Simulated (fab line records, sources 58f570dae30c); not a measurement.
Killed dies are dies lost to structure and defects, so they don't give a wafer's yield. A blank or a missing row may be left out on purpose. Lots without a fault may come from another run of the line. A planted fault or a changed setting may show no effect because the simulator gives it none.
One fault seen from 2 desks | flow berkeley_cmos170 | each desk has only its own numbers; what lay behind them comes last

THE METROLOGY DESK
What the gauges read, lot by lot, whatever tool the lot ran on: means of the sampled wafers that have a number. A lot is out of limits, marked OUT, if its mean lies more than 4 standard deviations from the usual mean; the brackets give that distance.
Columns: A = V2_TEOS_THK at UCB170_V2_THK_MEAS_01, usual 2008 nm; B = M3_OVL at UCB170_M3_OVL_MEAS_16, usual 1 nm
lot  | first seen here | A    | B
L189 | day 9 06:41     | 2003 | -2
L188 | day 9 06:53     | 2006 | 5
L192 | day 9 07:13     | 2008 | -3
L191 | day 9 07:23     | 1983 | 2
L190 | day 9 09:51     | 2020 | 1
L193 | day 10 13:13    | 2022 | 8
L202 | day 12 17:57    | 2021 | 2
L206 | day 13 01:58    | 1991 | -3
L204 | day 13 03:06    | 1992 | -2
L203 | day 13 03:45    | 2029 | -4
L207 | day 13 08:12    | 2022 | 1
L208 | day 13 08:58    | 1998 | 15
L210 | day 13 12:33    | 2002 | 4
L211 | day 14 00:36    | 2020 | 8
This desk's finding: nothing out of limits on any of the 14 lots.

THE TOOL OWNER'S DESK: rtp_anneal-01
The tool's own readings at UCB170_SILICIDE_RTA_04 (time 15 s): means of the sampled wafers that have a number, for each lot that ran on this tool. A lot is out of limits, marked OUT, if its mean lies more than 4 standard deviations from the usual mean; the brackets give that distance.
Columns: A = anneal_temp_c_max at UCB170_SILICIDE_RTA_04, usual 652.3; B = chamber_o2_ppm at UCB170_SILICIDE_RTA_04, usual 1.995; C = lamp_power_pct at UCB170_SILICIDE_RTA_04, usual 9.1 %; D = wafer_temp_C_max at UCB170_SILICIDE_RTA_04, usual 653.3
lot  | first seen here | A     | B                         | C   | D
L188 | day 8 11:14     | 652.3 | 2.018                     | 8.7 | 652.9
L191 | day 8 11:55     | 652.6 | 1.979                     | 8.7 | 652.6
L189 | day 8 12:25     | 652.1 | 2.007                     | 8.7 | 652.8
L192 | day 8 12:37     | 652.0 | 302.007 (+99 or more) OUT | 8.7 | 653.4
L190 | day 8 12:55     | 652.9 | 301.993 (+99 or more) OUT | 8.7 | 652.4
L206 | day 12 03:17    | 653.0 | 2.018                     | 8.7 | 652.8
L203 | day 12 03:29    | 651.8 | 2.022                     | 8.7 | 653.4
L210 | day 12 11:09    | 652.2 | 1.989                     | 8.7 | 652.7
L208 | day 12 11:27    | 652.4 | 1.974                     | 8.7 | 652.7
L211 | day 13 07:34    | 652.6 | 1.956                     | 8.7 | 652.4
This desk's finding: out of limits on L190, L192; first on L192, day 8 12:37 (chamber_o2_ppm at UCB170_SILICIDE_RTA_04). In limits: L188, L191, L189, L206, L203, L210, L208, L211.

PUT TOGETHER
The tool owner's desk could have raised an alarm at day 8 12:37, on L190, L192.
The metrology desk saw nothing out of limits.
The metrology desk has L190, L192 on record, within its limits.
Of the lots named, all ran UCB170_SILICIDE_RTA_04 on rtp_anneal-01.

WHAT THE SIMULATOR HAD PUT IN
Process parameter drift: rtp_anneal-01, from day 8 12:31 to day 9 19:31, at UCB170_SILICIDE_RTA_04. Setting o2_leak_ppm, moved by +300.
Lots struck among those shown: L190, L192.
Hours from the fault's start to each desk's first reading out of limits: the tool owner's desk, 0.
